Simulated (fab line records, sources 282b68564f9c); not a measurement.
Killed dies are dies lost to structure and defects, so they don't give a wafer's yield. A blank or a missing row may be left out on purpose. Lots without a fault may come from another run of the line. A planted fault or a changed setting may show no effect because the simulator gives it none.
A struck lot beside a sound one | flow rit_cmos | 15 steps out of a route of 202
Sound: wafers L105.1, L105.2, L105.6. Struck: wafers L114.3, L114.5, L114.6. The cause comes at the end.
At each step with rows: each side's tool, then ch and its chambers, then its first start. Under that, the readings that differ: sound wafers | struck wafers | difference of the means | sigmas: that difference in standard deviations of wafers without a fault.
alike: readings whose means differ by less than 2 such deviations, and words and numbers that are the same on both sides. not compared: withheld readings, readings that some wafer has no value for, bounds like >300 that may hide the same value, and numbers for which the record gives no deviation and whose values overlap.
The two part at a step that has a row with sigmas, a row that says differs or no value, or rows on one side only. Numbers that don't overlap but have no deviation are shown without sigmas and don't part them. A reading that every wafer of one side lacks parts them only if that side has two wafers or more.

first, 5 steps without rows for these wafers: RIT_M1_COAT_04 (resist thk 1300 nm); RIT_M1_SOFTBAKE_05 (time 60 s); RIT_M1_EXPOSE_06 (exposes mask M12, target cd 2600 nm); RIT_M1_PEB_07; RIT_M1_DEVELOP_08 (develop time 68 s).
RIT_M1_CD_MEAS_09: target cd 2600 nm.
  sound on cd_sem-02, day 4 01:53; struck on cd_sem-02, day 6 01:11
  alike: cd_nm
RIT_M1_OVL_MEAS_10:
  sound on overlay-02, day 4 02:01; struck on overlay-01, day 6 01:16
  alike: M1_OVL
then, 1 step without rows for these wafers: RIT_M1_HARDBAKE_11 (time 120 s).
RIT_M1_METAL_ETCH_12: etches Al in Cl2/BCl3, stops on SiO2, time 165 s, target depth 600 nm.
  sound on rie_metal-02 ch 0,1, day 4 02:18; struck on rie_metal-02 ch 0,1, day 6 01:37
  alike: drypump_motor_current_A, oes_product_au, rf_fwd_power_W, throttle_valve_pct
  not compared: rf_hours_counter_h
then, 1 step without rows for these wafers: RIT_M1_STRIP_13 (strips in nmp, time 600 s).
RIT_M1_STRIP_14: strips in O2, time 180 s.
  sound on plasma_asher-02 ch 0,1, day 4 02:38; struck on plasma_asher-02 ch 0,1, day 6 01:59
  alike: drypump_motor_current_A
  not compared: rf_hours_counter_h
RIT_M1_CD_MEAS_90: target cd 2600 nm.
  sound on cd_sem-01, day 4 02:49; struck on cd_sem-02, day 6 02:08
  alike: cd_nm
RIT_M1_ANNEAL_15: time 1800 s.
  sound on furnace-02 ch 0, day 4 02:56; struck on furnace-02 ch 0, day 6 02:13
  reading                   | sound                | struck               | difference | sigmas
  spike_tc_centre_C (C)     | 454.0 452.8 453.8    | 393.8 393.1 391.0    | -60.9      | -55
  spike_tc_load_C (C)       | 468.5 470.0 469.0    | 408.7 408.5 409.6    | -60.2      | -66
  spike_tc_source_C (C)     | 462.4 461.0 461.5    | 401.9 401.4 401.8    | -59.9      | -67
  tube_center_temp_C (C)    | 449.97 450 449.99    | 390.01 390.04 390.09 | -59.94     | -99 or more
  tube_center_temp_C_max    | 451.08 451.35 451.02 | 391.64 391.21 391.39 | -59.74     | -99 or more
  zone_power_centre_pct (%) | 17.78 17.78 17.79    | 14.87 15.17 15.15    | -2.72      | -14
  zone_power_load_pct (%)   | 6.38 6.42 6.38       | 5.10 5.16 5.17       | -1.25      | -19
  zone_power_source_pct (%) | 6.73 6.77 6.76       | 5.40 5.32 5.33       | -1.40      | -20
RIT_M1_BOW_MEAS_16:
  sound on film_metro-04, day 4 04:26; struck on film_metro-03, day 6 03:45
  alike: M1_BOW
RIT_M1_PROBE_99:
  sound on prober-01, day 4 04:33; struck on prober-02, day 6 03:56
  reading                                   | sound                | struck               | difference | sigmas
  model.etest.contact_ppoly.rc_ohm          | 1.363 1.413 1.359    | 2.697 2.718 2.688    | +1.323     |
  model.etest.contact_nplus.rc_ohm          | 1.34 1.383 1.404     | 2.758 2.689 2.719    | +1.346     |
  model.etest.contact_npoly.rc_ohm          | 1.357 1.454 1.432    | 2.66 2.637 2.682     | +1.25      |
  model.etest.contact_pplus.rc_ohm          | 1.36 1.344 1.386     | 2.639 2.775 2.717    | +1.347     |
  model.etest.nmos_0p15.junction_log10_a_um | -13.56 -13.61 -13.56 | -13.87 -13.82 -13.74 | -0.23      |
  alike: defect_limited_yield, killed_at_contacts, killed_at_front_end, killed_dies, killed_on_rim, killed_open, killed_short, sort_bin_3_pad_short, sort_bin_5_function, sort_bin_6_memory, sort_n_pass, sort_yield_pct

WHERE THEY PART
Only at RIT_M1_ANNEAL_15, within this record. Later steps at which nothing parts them and some readings are alike: RIT_M1_BOW_MEAS_16, RIT_M1_PROBE_99.

WHY: what the simulator had put in
Process parameter drift: furnace-02, from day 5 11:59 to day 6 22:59, at RIT_M1_ANNEAL_15. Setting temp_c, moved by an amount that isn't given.
